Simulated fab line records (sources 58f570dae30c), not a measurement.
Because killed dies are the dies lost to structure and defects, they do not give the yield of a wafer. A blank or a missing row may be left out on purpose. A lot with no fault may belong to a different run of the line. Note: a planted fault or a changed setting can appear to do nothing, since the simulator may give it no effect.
Which tool is to blame? ; flow berkeley-cmos170 ; Sampling: 14 lots, 42 wafers, 6 of 331 route steps

## WHAT THE GAUGES READ, wafer by wafer
UCB170_PLDD_CD_MEAS_06 targets a cd of 1200 nm.
lot;measured;on;cd-nm (nm)
L642;day 6 23:20;cd-sem-01;1201.2 1201.4 1200.8
L644;day 7 18:02;cd-sem-02;1198.6 1197.6 1198.7
L646;day 8 06:50;cd-sem-02;1199.7 1200.1 1199.4
L643;day 8 07:44;cd-sem-02;1200.6 1201.1 1202.1
L647;day 8 12:57;cd-sem-02;1201.5 1202.5 1201.1
L651;day 9 06:47;cd-sem-01;1200.0 1197.8 1199.6
L657;day 10 11:05;cd-sem-01;1201.4 1201.5 1200.9
L660;day 11 02:59;cd-sem-02;1200.2 1200.4 1201.8
L658;day 11 03:01;cd-sem-01;1199.6 1200.4 1200.3
L661;day 11 03:16;cd-sem-01;1199.3 1199.5 1197.7
L662;day 12 12:20;cd-sem-01;1199.9 1200.9 1200.3
L663;day 12 12:37;cd-sem-02;1202.5 1201.6 1201.9
L665;day 13 05:27;cd-sem-01;1198.9 1200.2 1198.8
L664;day 13 05:45;cd-sem-02;1200.6 1201.3 1200.3

UCB170_M1_RS_MEAS_01: measurement is done with a four-point probe.
lot;measured;on;M1_AL_RS (ohm/sq)
L642;day 7 22:14;film-metro-04;0.0483 0.0490 0.0491
L644;day 8 16:31;film-metro-02;0.0476 0.0483 0.0485
L646;day 9 03:56;film-metro-03;0.0484 0.0479 0.0485
L643;day 9 05:27;film-metro-03;0.0492 0.0487 0.0476
L647;day 9 07:24;film-metro-03;0.0475 0.0491 0.0479
L651;day 10 03:43;film-metro-02;0.0467 0.0483 0.0478
L657;day 11 14:35;film-metro-02;0.0475 0.0482 0.0484
L660;day 12 10:02;film-metro-03;0.0479 0.0483 0.0476
L658;day 12 08:32;film-metro-03;0.0493 0.0481 0.0495
L661;day 12 10:25;film-metro-02;0.0475 0.0485 0.0482
L662;day 13 15:11;film-metro-04;0.0492 0.0490 0.0493
L663;day 13 15:28;film-metro-03;0.0486 0.0500 0.0494
L665;day 14 10:04;film-metro-04;0.0488 0.0489 0.0489
L664;day 14 09:11;film-metro-03;0.0489 0.0475 0.0482

UCB170_V1_CD_MEAS_90 targets a cd of 700 nm.
lot;measured;on;cd-nm (nm)
L642;day 8 04:49;cd-sem-02;700.8 702.5 700.2
L644;day 8 23:29;cd-sem-01;697.1 696.3 697.8
L646;day 9 09:14;cd-sem-02;700.1 700.9 700.7
L643;day 9 10:50;cd-sem-02;701.4 699.3 699.8
L647;day 9 13:37;cd-sem-01;704.3 702.1 706.6
L651;day 10 10:01;cd-sem-01;704.7 703.0 705.4
L657;day 11 22:56;cd-sem-02;701.6 701.0 701.8
L660;day 12 17:58;cd-sem-01;698.5 700.5 699.5
L658;day 12 17:46;cd-sem-01;701.5 698.9 701.1
L661;day 12 18:04;cd-sem-02;698.1 699.1 701.0
L662;day 13 23:51;cd-sem-02;698.4 697.6 698.0
L663;day 14 00:10;cd-sem-01;699.1 700.0 699.7
L665;day 14 17:59;cd-sem-01;696.8 695.2 693.6
L664;day 14 17:43;cd-sem-01;700.7 700.5 699.6

## TOOL THAT RAN EACH LOT (tool first, then ch and the chambers of the sampled wafers, then the start)
lot;UCB170_SDANNEAL_RTA_00;UCB170_V1_ETCH_14;UCB170_V1_STRIP_15
L642;rtp-anneal-02 ch 0, day 7 14:49;rie-diel-02 ch 1,3, day 8 04:32;plasma-asher-01 ch 0,1, day 8 04:43
L644;rtp-anneal-02 ch 0, day 8 10:41;rie-diel-02 ch 0,2,3, day 8 23:10;plasma-asher-03 ch 0,1, day 8 23:22
L646;rtp-anneal-02 ch 0, day 8 22:06;rie-diel-04 ch 0,1,2, day 9 08:57;plasma-asher-02 ch 0,1, day 9 09:08
L643;rtp-anneal-02 ch 0, day 8 22:34;rie-diel-04 ch 1,3, day 9 10:33;plasma-asher-02 ch 0,1, day 9 10:43
L647;rtp-anneal-02 ch 0, day 9 01:46;rie-diel-02 ch 0,1,2, day 9 13:20;plasma-asher-01 ch 0,1, day 9 13:31
L651;rtp-anneal-01 ch 0, day 9 21:31;rie-diel-02 ch 1,2,3, day 10 09:44;plasma-asher-02 ch 1, day 10 09:55
L657;rtp-anneal-02 ch 0, day 11 06:03;rie-diel-01 ch 0,1,3, day 11 22:38;plasma-asher-02 ch 0,1, day 11 22:49
L660;rtp-anneal-01 ch 0, day 12 02:52;rie-diel-04 ch 0,1,3, day 12 17:41;plasma-asher-02 ch 0,1, day 12 17:52
L658;rtp-anneal-02 ch 0, day 12 02:46;rie-diel-01 ch 0,1,3, day 12 17:26;plasma-asher-02 ch 0,1, day 12 17:40
L661;rtp-anneal-02 ch 0, day 12 02:52;rie-diel-01 ch 1,2,3, day 12 17:47;plasma-asher-03 ch 0,1, day 12 17:58
L662;rtp-anneal-02 ch 0, day 13 09:34;rie-diel-02 ch 0,1,2, day 13 23:35;plasma-asher-03 ch 0,1, day 13 23:45
L663;rtp-anneal-01 ch 0, day 13 09:35;rie-diel-04 ch 2,3, day 13 23:51;plasma-asher-02 ch 0,1, day 14 00:04
L665;rtp-anneal-02 ch 0, day 14 03:39;rie-diel-04 ch 0,1, day 14 17:42;plasma-asher-02 ch 0,1, day 14 17:53
L664;rtp-anneal-02 ch 0, day 14 03:16;rie-diel-01 ch 0,1,3, day 14 17:26;plasma-asher-03 ch 0,1, day 14 17:37
- UCB170_SDANNEAL_RTA_00: time 10 s.
- UCB170_V1_ETCH_14: etches SiO2 in CHF3/CF4/Ar, stops on Al, target depth 1250 nm, time 291 s.
- UCB170_V1_STRIP_15: strips in O2.

## WHAT THE TOOLS THEMSELVES READ (means of the sampled wafers that have a number; where no wafer has one, the mark that the record gives instead)
UCB170_SDANNEAL_RTA_00.
lot;tool;lamp-power-pct (%);wafer_temp_C_max
L642;rtp-anneal-02;21.9;905.9
L644;rtp-anneal-02;21.9;904.3
L646;rtp-anneal-02;21.9;905.0
L643;rtp-anneal-02;21.9;904.3
L647;rtp-anneal-02;21.9;905.6
L651;rtp-anneal-01;25.7;905.2
L657;rtp-anneal-02;21.9;904.7
L660;rtp-anneal-01;25.7;905.9
L658;rtp-anneal-02;21.9;904.6
L661;rtp-anneal-02;21.9;904.6
L662;rtp-anneal-02;21.9;905.1
L663;rtp-anneal-01;25.7;904.4
L665;rtp-anneal-02;21.9;904.6
L664;rtp-anneal-02;21.9;904.9

UCB170_V1_ETCH_14.
lot;tool;chamber-pressure-mTorr (mTorr);drypump-motor-current-A (A);oes-product-au (a.u.);rf-fwd-power-W (W);throttle-valve-pct (%)
L642;rie-diel-02;200.11;5.85;0.881;701.1;6.96
L644;rie-diel-02;200.00;5.76;0.868;699.4;7.02
L646;rie-diel-04;200.13;5.83;0.867;701.0;6.91
L643;rie-diel-04;199.92;5.82;0.878;697.7;6.96
L647;rie-diel-02;200.03;5.50;0.873;977.0;7.02
L651;rie-diel-02;199.80;5.80;0.872;980.1;6.98
L657;rie-diel-01;200.15;5.93;0.893;697.5;6.94
L660;rie-diel-04;200.01;5.75;0.871;696.7;6.91
L658;rie-diel-01;199.95;5.92;0.894;699.8;6.93
L661;rie-diel-01;199.88;5.88;0.891;699.2;6.90
L662;rie-diel-02;200.12;5.51;0.869;697.3;7.02
L663;rie-diel-04;200.10;5.90;0.873;696.6;6.98
L665;rie-diel-04;200.10;5.81;0.867;698.5;6.90
L664;rie-diel-01;200.07;5.93;0.891;698.3;6.93

UCB170_V1_STRIP_15.
lot;tool;chamber-pressure-mTorr (mTorr);drypump-motor-current-A (A);oes-product-au (a.u.);strip-time-to-endpoint-s (s)
L642;plasma-asher-01;3502.2;5.8;0.721;15.28
L644;plasma-asher-03;3503.1;6.0;0.723;15.43
L646;plasma-asher-02;3498.8;5.8;0.718;15.36
L643;plasma-asher-02;3503.3;6.2;0.724;15.54
L647;plasma-asher-01;3498.1;5.3;0.714;14.31
L651;plasma-asher-02;3499.6;5.5;0.725;14.23
L657;plasma-asher-02;3502.8;5.8;0.721;15.19
L660;plasma-asher-02;3500.8;5.8;0.720;15.11
L658;plasma-asher-02;3500.9;6.2;0.718;15.33
L661;plasma-asher-03;3498.6;5.5;0.720;15.41
L662;plasma-asher-03;3503.7;5.5;0.726;15.38
L663;plasma-asher-02;3500.0;6.2;0.725;15.17
L665;plasma-asher-02;3502.4;5.8;0.726;15.40
L664;plasma-asher-03;3498.6;6.0;0.724;15.36

## THE ANSWER, worked out from the rows above alone
Rule: usual is defined by the lots themselves. Put in order of their means at a reading, lots are off if they are a third of the lots or fewer, leave a main group of 4 or more, and stand apart from it by a gap of 3 or more times the standard deviation of the main group's means; of several such gaps the widest counts. Not used: any main group whose means are identical at the precision the tables above print for the reading. A lot without any number at a reading at which 4 lots or more have one is off too. Any other lot the step has rows for is counted as sound. First the gauges in route order, then the tools' own readings, where a lot's mean is used as printed above. At the first step where some lot is off, the reading lying furthest off is the one used; lots without a number count as furthest.
Off: L647, L651 (UCB170_V1_ETCH_14, rf-fwd-power-W). The main group: mean 698.6 W, standard deviation 1.5.
A tool fits if, at that step or a process step before it, it ran every lot that is off, and no sound lot after the first of them. Of those tried, none fits.

## WHAT THE SIMULATOR HAD PUT IN
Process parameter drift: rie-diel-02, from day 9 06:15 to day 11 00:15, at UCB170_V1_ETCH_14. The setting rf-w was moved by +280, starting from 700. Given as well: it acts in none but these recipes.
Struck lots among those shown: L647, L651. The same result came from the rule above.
